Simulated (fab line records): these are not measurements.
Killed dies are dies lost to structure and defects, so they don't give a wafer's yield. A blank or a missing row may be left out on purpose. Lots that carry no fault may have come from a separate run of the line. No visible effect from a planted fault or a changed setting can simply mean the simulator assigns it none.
fab line records	flow rit_cmos
[record] lots = 7	wafers = 21	last_day = 7
route steps=202 shown SILICIDE@161 CONTACT@168
lots that met no fault: taken from a fault-free run of the same line
start_h: hours from the record's opening day to when the first of the lot's shown wafers began	wait_h: time in hours since the lot's previous step	" as in the row above	L1.1+2: a single row standing in for several wafers	- either no value or no given start	* or withheld: withheld	< > ~ a bound
route shown NAME@n: NAME is a module with steps in the file, n the number in the route of the first one	usual: mean/standard deviation of fault-free wafers	same: alike in all rows	chamber/n: place in a boat	sites: per-site readings	_std_site: their standard deviation	_edge_site: the outer-site mean with the inner-site mean subtracted	radius_mm: how far each site lies from the wafer's centre	mask NAME#n: copy n	behind: tool/chamber where the wafer was last shaped	hold: why the lot was held/for how many hours/how that ended	device: which transistor (n, p or np) failed to switch	end of line: at the end of the route, the tests of the same wafers	for a step that has no rows: nothing shown but its recipe	killed: at the first sort, the dies lost to defects and structure; wafer yield is something else	map: a wafer's dies, x killed, . not, _ none there
set.NAME: the run value of the setting; set.NAME@STEP: its run value at that earlier step	model.NAME: the simulator's own value behind a step, which no gauge read
a table for each step, a row for each wafer; lots at some steps of the route
services: when a tool's chamber went out of use (start_h, in hours from the record's first day, below 0 if earlier), for how many hours, and the reason
[[steps]]
[step RIT_SILICIDE_WET_ETCH_00]
[recipe] chemistry = BOE	target = SiO2	target_depth_nm = 14	time_s = 15	dry = n2_spin	dilution = 10:1	temp_c = 21.5
[step RIT_SILICIDE_SPUTTER_01]
[recipe] material = Ti	target_thk_nm = 30	power_w = 350	chamber_pressure_pa = 0.667	gas = Ar	time_s = 240	substrate_temp_c = 25
[usual] throttle_valve_pct = 29.3/1.1
lot.wafer	tool	chamber	start_h	wait_h	throttle_valve_pct
L452.2	pvd_sputter-04	-	68.98	0.0	27.5
L452.4	"	-	"	"	29.2
L452.5	"	-	"	"	27.9
L453.2	pvd_sputter-02	-	75.75	0.0	30.8
L453.4	"	-	"	"	29.7
L453.5	"	-	"	"	30.9
L456.1	pvd_sputter-04	-	90.63	0.0	29.3
L456.2	"	-	"	"	27.6
L456.5	"	-	"	"	27.6
L457.1	pvd_sputter-02	-	96.21	0.0	31.2
L457.2	"	-	"	"	29.9
L457.6	"	-	"	"	30.2
L458.1	pvd_sputter-04	-	101.20	0.0	29.4
L458.3	"	-	"	"	27.4
L458.6	"	-	"	"	27.5
L466.2	pvd_sputter-03	-	139.57	0.0	29.2
L466.3	"	-	"	"	29.9
L466.5	"	-	"	"	29.5
L469.1	pvd_sputter-04	-	159.79	0.0	29.5
L469.2	"	-	"	"	29.5
L469.4	"	-	"	"	27.5
[step RIT_SILICIDE_RS_MEAS_02]
[recipe] thk_meas_gauge = four-point-probe	reads = Ti_of_SILICIDE_SPUTTER_01
[usual] SILICIDE_TI_RS = 48.0/0.76
lot.wafer	tool	chamber	start_h	wait_h	SILICIDE_TI_RS[ohm/sq]
L452.2	film_metro-02	-	69.15	0.1	46.7
L452.4	"	-	"	"	46.8
L452.5	"	-	"	"	46.4
L453.2	film_metro-04	-	75.92	0.1	49.4
L453.4	"	-	"	"	48.6
L453.5	"	-	"	"	49.2
L456.1	film_metro-02	-	90.78	0.1	46.7
L456.2	"	-	"	"	46.8
L456.5	"	-	"	"	46.6
L457.1	film_metro-03	-	96.36	0.1	48.7
L457.2	"	-	"	"	49.0
L457.6	"	-	"	"	48.3
L458.1	film_metro-03	-	101.35	0.1	48.6
L458.3	"	-	"	"	49.2
L458.6	"	-	"	"	48.9
L466.2	film_metro-02	-	139.74	0.1	48.7
L466.3	"	-	"	"	48.9
L466.5	"	-	"	"	48.7
L469.1	film_metro-04	-	159.94	0.1	48.9
L469.2	"	-	"	"	48.0
L469.4	"	-	"	"	48.3
[step RIT_SILICIDE_THK_MEAS_03]
[recipe] thk_meas_gauge = xrf	reads = Ti_of_SILICIDE_SPUTTER_01
[usual] SILICIDE_TI_THK = 29.7/0.38
lot.wafer	tool	chamber	start_h	wait_h	SILICIDE_TI_THK[nm]
L452.2	film_metro-02	-	69.26	0.1	30.4
L452.4	"	-	"	"	30.3
L452.5	"	-	"	"	30.5
L453.2	film_metro-04	-	76.03	0.1	28.9
L453.4	"	-	"	"	29.3
L453.5	"	-	"	"	28.9
L456.1	film_metro-02	-	90.90	0.1	30.3
L456.2	"	-	"	"	30.3
L456.5	"	-	"	"	30.3
L457.1	film_metro-03	-	96.48	0.1	29.3
L457.2	"	-	"	"	29.2
L457.6	"	-	"	"	29.4
L458.1	film_metro-03	-	101.47	0.1	29.3
L458.3	"	-	"	"	29.1
L458.6	"	-	"	"	29.1
L466.2	film_metro-02	-	139.85	0.1	29.3
L466.3	"	-	"	"	29.2
L466.5	"	-	"	"	29.3
L469.1	film_metro-04	-	160.06	0.1	29.4
L469.2	"	-	"	"	29.8
L469.4	"	-	"	"	29.8
[step RIT_SILICIDE_RTA_04]
[recipe] temp_c = 650	time_s = 10	idle_temp_c = 25	ramp_up_s = 5	ramp_down_s = 5	cool_to_c = 25	ambient = N2
[usual] wafer_temp_C_max = 654.1/1.1
lot.wafer	tool	chamber	start_h	wait_h	wafer_temp_C_max
L452.2	rtp_anneal-02	0	69.32	0.1	653.0
L452.4	"	0	"	"	655.5
L452.5	"	0	"	"	653.4
L453.2	rtp_anneal-01	0	76.09	0.1	654.7
L453.4	"	0	"	"	655.5
L453.5	"	0	"	"	654.5
L456.1	rtp_anneal-02	0	90.96	0.1	652.9
L456.2	"	0	"	"	653.3
L456.5	"	0	"	"	653.1
L457.1	rtp_anneal-01	0	96.54	0.1	654.9
L457.2	"	0	"	"	656.6
L457.6	"	0	"	"	654.7
L458.1	rtp_anneal-02	0	101.53	0.1	652.5
L458.3	"	0	"	"	653.3
L458.6	"	0	"	"	654.4
L466.2	rtp_anneal-02	0	139.91	0.1	652.3
L466.3	"	0	"	"	653.5
L466.5	"	0	"	"	653.7
L469.1	rtp_anneal-01	0	160.12	0.1	654.3
L469.2	"	0	"	"	654.5
L469.4	"	0	"	"	657.4
[step RIT_SILICIDE_WET_ETCH_05]
[recipe] chemistry = SPM	target = Ti	temp_c = 90	time_s = 120	dry = n2_spin
[step RIT_SILICIDE_RTA_06]
[recipe] temp_c = 750	time_s = 10	idle_temp_c = 25	ramp_up_s = 5	ramp_down_s = 10	cool_to_c = 25	ambient = N2
[usual] wafer_temp_C_max = 754.8/1.2
lot.wafer	tool	chamber	start_h	wait_h	wafer_temp_C_max
L452.2	rtp_anneal-01	0	69.42	0.0	756.8
L452.4	"	0	"	"	755.4
L452.5	"	0	"	"	755.2
L453.2	rtp_anneal-02	0	76.20	0.0	754.5
L453.4	"	0	"	"	753.5
L453.5	"	0	"	"	753.9
L456.1	rtp_anneal-01	0	91.07	0.0	755.1
L456.2	"	0	"	"	755.2
L456.5	"	0	"	"	754.6
L457.1	rtp_anneal-02	0	96.65	0.0	753.9
L457.2	"	0	"	"	754.2
L457.6	"	0	"	"	754.1
L458.1	rtp_anneal-01	0	101.64	0.0	754.4
L458.3	"	0	"	"	756.4
L458.6	"	0	"	"	754.3
L466.2	rtp_anneal-01	0	140.02	0.0	756.3
L466.3	"	0	"	"	755.8
L466.5	"	0	"	"	756.3
L469.1	rtp_anneal-02	0	160.23	0.0	753.5
L469.2	"	0	"	"	752.9
L469.4	"	0	"	"	754.5
[step RIT_CONTACT_CVD_00]
[recipe] material = SiO2	target_thk_nm = 400	precursor = TEOS	temp_c = 390	time_s = 61	rf_w = 400
[usual] heater_power_w = 323/81	susceptor_temp_C = 390.00/0.22
lot.wafer	tool	chamber	start_h	wait_h	heater_power_w	susceptor_temp_C
L452.2	pecvd-04	2	69.48	0.0	249	390.04
L452.4	"	2	"	"	254	389.78
L452.5	"	1	"	"	273	390.11
L453.2	pecvd-02	2	76.25	0.0	364	390.18
L453.4	"	1	"	"	257	389.96
L453.5	"	0	"	"	311	390.04
L456.1	pecvd-02	2	91.14	0.1	356	389.85
L456.2	"	0	"	"	320	390.44
L456.5	"	1	"	"	268	389.67
L457.1	pecvd-03	1	96.71	0.1	317	390.06
L457.2	"	2	"	"	506	390.37
L457.6	"	2	"	"	510	390.02
L458.1	pecvd-04	1	101.71	0.1	364	389.72
L458.3	"	2	"	"	204	389.76
L458.6	"	0	"	"	318	390.35
L466.2	pecvd-03	2	140.08	0.0	549	390.15
L466.3	"	1	"	"	329	389.80
L466.5	"	1	"	"	337	389.83
L469.1	pecvd-03	2	160.30	0.1	579	389.74
L469.2	"	0	"	"	252	390.25
L469.4	"	1	"	"	352	390.15
[step RIT_CONTACT_THK_MEAS_01]
[recipe] reads = SiO2_of_CONTACT_CVD_00
[usual] CONTACT_TEOS_THK = 399/4.9
lot.wafer	tool	chamber	start_h	wait_h	CONTACT_TEOS_THK[nm]
L452.2	film_metro-01	-	69.54	0.0	395
L452.4	"	-	"	"	398
L452.5	"	-	"	"	396
L453.2	film_metro-02	-	76.32	0.0	396
L453.4	"	-	"	"	404
L453.5	"	-	"	"	401
L456.1	film_metro-03	-	91.19	0.0	406
L456.2	"	-	"	"	401
L456.5	"	-	"	"	408
L457.1	film_metro-03	-	96.76	0.0	393
L457.2	"	-	"	"	394
L457.6	"	-	"	"	405
L458.1	film_metro-01	-	101.76	0.0	397
L458.3	"	-	"	"	388
L458.6	"	-	"	"	404
L466.2	film_metro-01	-	140.14	0.0	398
L466.3	"	-	"	"	398
L466.5	"	-	"	"	399
L469.1	film_metro-01	-	160.35	0.0	407
L469.2	"	-	"	"	405
L469.4	"	-	"	"	409
[step RIT_CONTACT_HMDS_02]
[recipe] prime_time_s = 60	prime_temp_c = 140
[step RIT_CONTACT_COAT_03]
[recipe] resist = NOVOLAK	spin_rpm = 3250	resist_thk_nm = 1000
[step RIT_CONTACT_SOFTBAKE_04]
[recipe] resist = NOVOLAK	temp_c = 90	time_s = 60
[step RIT_CONTACT_EXPOSE_05]
[recipe] mask_id = M11	na = 0.6	source_shape = conventional	sigma_outer = 0.5	target_cd_nm = 1000	dose_mj = 250
[usual] exposure_dose_mJ_cm2 = 249.99/0.28	focus_offset_nm = 0.1/0.53	stage_vel_mm_s = 500.00/0.25
lot.wafer	tool	chamber	start_h	wait_h	mask	exposure_dose_mJ_cm2	focus_offset_nm	stage_vel_mm_s
L452.2	iline_stepper-01	0	70.19	0.2	M11#0	250.09	0.8	499.97
L452.4	"	0	"	"	M11#0	250.00	-0.2	500.07
L452.5	"	0	"	"	M11#0	249.45	0.0	499.98
L453.2	iline_stepper-02	0	76.99	0.2	M11#0	250.18	0.3	499.75
L453.4	"	0	"	"	M11#0	250.16	0.4	499.89
L453.5	"	0	"	"	M11#0	249.88	-0.5	499.90
L456.1	iline_stepper-02	-	91.70	0.1	M11#0	-	-	-
L456.2	"	-	"	"	M11#0	-	-	-
L456.5	"	-	"	"	M11#0	-	-	-
L457.1	iline_stepper-02	-	97.38	0.2	M11#0	-	-	-
L457.2	"	-	"	"	M11#0	-	-	-
L457.6	"	-	"	"	M11#0	-	-	-
L458.1	iline_stepper-02	-	102.27	0.1	M11#0	-	-	-
L458.3	"	-	"	"	M11#0	-	-	-
L458.6	"	-	"	"	M11#0	-	-	-
L466.2	iline_stepper-01	0	140.66	0.1	M11#0	249.95	1.3	500.05
L466.3	"	0	"	"	M11#0	250.18	0.4	500.20
L466.5	"	0	"	"	M11#0	249.88	0.9	499.67
L469.1	iline_stepper-01	0	160.87	0.1	M11#0	250.05	0.6	500.05
L469.2	"	0	"	"	M11#0	249.55	0.0	500.00
L469.4	"	0	"	"	M11#0	249.64	-0.3	500.36
[step RIT_CONTACT_PEB_06]
[recipe] resist = NOVOLAK	temp_c = withheld	time_s = withheld
[[services]]
tool	chamber	start_h	hours	kind
iline_stepper-01	-	46.49	21.0	repair
pecvd-02	-	66.12	2.8	pm
iline_stepper-02	-	67.48	2.1	pm
pvd_sputter-02	-	69.51	2.9	repair
iline_stepper-02	-	69.57	-	consumable_replace:lamp
iline_stepper-01	-	85.88	1.7	pm
pecvd-04	-	91.57	3.2	repair
pecvd-02	2	106.41	13.7	repair
pvd_sputter-04	-	113.23	4.1	repair
iline_stepper-01	-	117.26	2.1	pm
iline_stepper-01	-	119.34	-	consumable_replace:lamp
iline_stepper-02	-	119.34	1.7	pm
pvd_sputter-03	-	136.90	1.7	repair
pvd_sputter-02	-	139.07	2.6	repair
pecvd-03	1	141.66	5.8	repair
[[key]]
[first_sign] step = RIT_CONTACT_EXPOSE_05	reading = tool_record	direction = missing
effect none on later readings
met_at RIT_CONTACT_EXPOSE_05
struck_wafers L456.1,L456.2,L456.5,L457.1,L457.2,L457.6,L458.1,L458.3,L458.6
later_rows_left_out L456.1,L456.2,L456.5,L457.1,L457.2,L457.6,L458.1,L458.3,L458.6
sort_left_out L456.1,L456.2,L456.5,L457.1,L457.2,L457.6,L458.1,L458.3,L458.6
tester_left_out L456,L457,L458
onset_between 76.99 91.70
[fault] kind = skipped_step_whole	tool = iline_stepper-02	chamber = -	onset_h = 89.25	steps = RIT_CONTACT_EXPOSE_05	scope = struck_lots_only
// tester_left_out: of these lots the tester's yield and bins aren't shown, on N5 and GAA mostly nor the transistor test; their killed dies are dies lost to structure and defects alone, not to doping, threshold or leakage, so they don't give the yield
// sort_left_out: the simulated sort isn't trusted on such a fault, so these wafers' sort isn't shown, and their yield isn't known
// later_rows_left_out: the simulator's readings of these wafers behind a module that went badly wrong aren't trusted and aren't shown, but for the sort
